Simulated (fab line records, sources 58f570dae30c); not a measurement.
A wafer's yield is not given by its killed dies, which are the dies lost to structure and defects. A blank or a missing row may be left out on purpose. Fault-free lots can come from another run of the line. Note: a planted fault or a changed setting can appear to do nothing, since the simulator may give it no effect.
A lot that was struck, set against a sound lot :: flow berkeleyCmos170 :: 15 steps out of a route of 331
Sound: wafers L307.1, L307.2, L307.6. Struck: wafers L316.4, L316.5, L316.6. The cause is named last.
Per side, at each step with rows, come the tool, then ch with its chambers, and then its first start. Under that, the readings that differ: sound wafers :: struck wafers :: difference of the means :: sigmas: that difference in standard deviations of wafers without a fault.
alike: a reading whose means differ by less than 2 such deviations, as well as words and numbers matching on both sides. not compared: withheld readings; readings where some wafer has no value; bounds like >300 that might hide an equal value; numbers whose values overlap and for which the record gives no deviation.
A row with sigmas, a row that says differs or no value, or rows on one side alone: a step with any of these is where the two part. Non-overlapping numbers with no deviation appear without sigmas and do not part them. A reading that every wafer of one side lacks parts them only if that side has two wafers or more.

UCB170_NWELL_THK_MEAS_02:
  struck on filmMetro-02, day 4 19:48; sound on filmMetro-02, day 3 01:26
  alike: NWELL_OXIDE_THK
then, 2 steps without rows for these wafers: UCB170_NWELL_ANNEAL_03 (time 900 s); UCB170_NWELL_CVD_04 (deposits Si3N4 from SiH2Cl2/NH3, target thk 224 nm, time 3360 s).
UCB170_NWELL_THK_MEAS_05:
  struck on filmMetro-01, day 5 05:10; sound on filmMetro-01, day 3 07:22
  alike: NWELL_NITRIDE_THK
then, 6 steps without rows for these wafers: UCB170_NWELL_HMDS_06 (prime time 60 s); UCB170_NWELL_COAT_07 (resist thk 900 nm); UCB170_NWELL_SOFTBAKE_08 (time 60 s); UCB170_NWELL_EXPOSE_09 (exposes mask NWELL, target cd 3000 nm); UCB170_NWELL_PEB_10; UCB170_NWELL_DEVELOP_11 (develop time 45 s).
UCB170_NWELL_OVL_MEAS_12:
  struck on overlay-02, day 5 06:20; sound on overlay-01, day 3 08:16
  alike: NWELL_OVL
UCB170_NWELL_ETCH_13: etches Si3N4 in CH3F/Ar/O2, stops on SiO2, target depth 246.4 nm, time 154 s.
  sound on rieDiel-01 ch 0,1,2, day 3 08:18; struck on rieDiel-01 ch 0,1, day 5 06:22
  alike: drypumpMotorCurrentA, oesProductAu, rfFwdPowerW, throttleValvePct
  not compared: rfHoursCounterH
UCB170_NWELL_IMPLANT_14:
  sound on implanter-04 ch 0, day 3 08:24; struck on implanter-01 ch 0, day 5 06:32
reading: tiltDeg (degrees)
sound: 6.992 6.997 7.009
struck: 7.619 7.590 7.580
difference: +0.597
sigmas: +28
UCB170_NWELL_STRIP_15: strips in O2.
  sound on plasmaAsher-01 ch 0,1, day 3 08:33; struck on plasmaAsher-01 ch 0,1, day 5 06:38
  alike: drypumpMotorCurrentA, o2FlowSccm, oesProductAu, stripTimeToEndpointS
  not compared: rfHoursCounterH
UCB170_M3_PROBE_99:
  sound wafers here have rows in the record (prober-02, day 9 06:07); struck ones have none

## WHERE THEY PART
Earliest at UCB170_NWELL_IMPLANT_14; latest, in this record, at UCB170_M3_PROBE_99.

WHY: whatever the simulator had introduced
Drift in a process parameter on implanter-01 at UCB170_NWELL_IMPLANT_14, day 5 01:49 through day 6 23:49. Setting tiltDeg, moved by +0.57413, from 7. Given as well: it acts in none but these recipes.
